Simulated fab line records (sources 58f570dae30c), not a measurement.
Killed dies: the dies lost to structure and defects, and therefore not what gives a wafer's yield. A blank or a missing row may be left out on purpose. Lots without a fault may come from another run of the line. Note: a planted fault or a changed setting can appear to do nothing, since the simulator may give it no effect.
Split-lot study	flow berkeleyCmos170	23 wafers read across 5 lots, on a route 331 steps long

ON THE SPLIT
At UCB170_M2_SPUTTER_01 (material Al, target thk 900 nm, time 120 s), the setting powerW was moved away from the recipe's 6000 W on 8 of the 23 wafers read, by +4.2% to +8.7%. The other wafers ran this setting at the recipe's value.

FROM THE SPLIT TO THE READING: what the file shows between them, 2 steps
- UCB170_M2_RS_MEAS_02: measures by four-point-probe
- UCB170_M2_THK_MEAS_03: measures by xrf

THE READING
oesProductAu, in a.u., at UCB170_M2_METAL_ETCH_18 (etches Al in Cl2/BCl3, stops on SiO2, target depth 1170 nm, time 195 s). Fault-free wafers of this fab line usually give 0.846 a.u., standard deviation 0.013 a.u.

wafer	tool, chamber at the split	powerW as run, W	against the recipe	oesProductAu, a.u.	against lot-mates on the recipe
L076.2	pvdSputter-04, -	6520	+8.7%	0.882	+0.040
L076.3	pvdSputter-04, -	6000	recipe	0.839	-
L076.4	pvdSputter-04, -	6520	+8.7%	0.874	+0.032
L076.5	pvdSputter-04, -	6520	+8.7%	0.880	+0.038
L076.6	pvdSputter-04, -	6000	recipe	0.845	-
L078.1	pvdSputter-01, -	6284	+4.7%	0.862	+0.015
L078.2	pvdSputter-01, -	6284	+4.7%	0.865	+0.018
L078.3	pvdSputter-01, -	6284	+4.7%	0.863	+0.016
L078.4	pvdSputter-01, -	6000	recipe	0.846	-
L078.6	pvdSputter-01, -	6000	recipe	0.847	-
L080.1	pvdSputter-02, -	6000	recipe	0.856	-
L080.2	pvdSputter-02, -	6000	recipe	0.857	-
L080.4	pvdSputter-02, -	6000	recipe	0.847	-
L080.5	pvdSputter-02, -	6000	recipe	0.862	-
L080.6	pvdSputter-02, -	6000	recipe	0.846	-
L079.3	pvdSputter-04, -	6000	recipe	0.857	-
L079.4	pvdSputter-04, -	6000	recipe	0.828	-
L079.5	pvdSputter-04, -	6000	recipe	0.844	-
L084.2	pvdSputter-04, -	6000	recipe	0.843	-
L084.3	pvdSputter-04, -	6000	recipe	0.838	-
L084.4	pvdSputter-04, -	6253	+4.2%	0.859	+0.018
L084.5	pvdSputter-04, -	6000	recipe	0.843	-
L084.6	pvdSputter-04, -	6253	+4.2%	0.855	+0.014

THE FIT
A straight line over all 23 wafers: oesProductAu changes by +0.00359 a.u. for each +1% of powerW; r = +0.85; the points scatter about the line by 0.0074 a.u.
The same after taking each lot's own level away (the mean of its wafers on the recipe; 23 wafers): +0.00408 a.u. for each +1%; r = +0.92; scatter 0.0059 a.u.
Per that fit: largest powerW move, reading shift of 0.035 a.u.
Across the lots, their own levels run from 0.8413 to 0.8536 a.u., a range of 0.9 times the standard deviation given above.
Thus the slope moves with the lot-to-lot level: the two fits are different.
Check: with one of the wafers moved furthest among these (+8.7%) left out of the fit, the line predicts +0.0336 a.u. for it against its lot-mates. Against them it came out at +0.04 a.u.

THE OTHER SPLITS THESE WAFERS WENT THROUGH
Before the reading, these wafers also passed through other splits. Each is held against what the fit with the lots' levels taken away leaves over:
other split on the same wafers	wafers away from the commonest value	r with oesProductAu (lot level and that fit taken away)
UCB170_PLDD_EXPOSE_03 doseMj	5	+0.08
UCB170_NLDD_COAT_01 resistThkNm	9	-0.19
UCB170_NLDD_IMPLANT_09 doseCm2	8	-0.04
UCB170_NSD_EXPOSE_03 doseMj	4	-0.06
UCB170_NSD_PEB_04 pebTempC	9	-0.01
UCB170_CONTACT_CVD_01 o2FlowSccm	18	+0.00
UCB170_CONTACT_ETCH_17 sourceW	9	+0.14

THE WHOLE CHAIN: every reading that the file lists as answering this split, in the file's order
step	what it does	reading	change (the file's fit)	r (the file's)
UCB170_M2_SPUTTER_01	material Al, target thk 900 nm, time 120 s	Al_of_M2_SPUTTER_01.thkNm (the simulator's own value, which no gauge read)	+7.99 nm for each +1% of the setting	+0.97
UCB170_M2_RS_MEAS_02	measures by four-point-probe	M2_AL_RS	-0.000272 for each +1% of the setting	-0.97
UCB170_M2_THK_MEAS_03	measures by xrf	M2_AL_THK	+8.15 for each +1% of the setting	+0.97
UCB170_M2_METAL_ETCH_18	etches Al in Cl2/BCl3, stops on SiO2, target depth 1170 nm, time 195 s	oesProductAu	+0.00399 a.u. for each +1% of the setting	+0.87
UCB170_M2_METAL_ETCH_18	etches Al in Cl2/BCl3, stops on SiO2, target depth 1170 nm, time 195 s	M2.featureDepthNm (the simulator's own value, which no gauge read)	+8.42 nm for each +1% of the setting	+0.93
UCB170_M2_METAL_ETCH_18	etches Al in Cl2/BCl3, stops on SiO2, target depth 1170 nm, time 195 s	etch.depthNm (the simulator's own value, which no gauge read)	+8.02 nm for each +1% of the setting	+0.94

FILE'S OWN FIT
oesProductAu changes by +0.00399 a.u. for each +1% of powerW, r = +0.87.
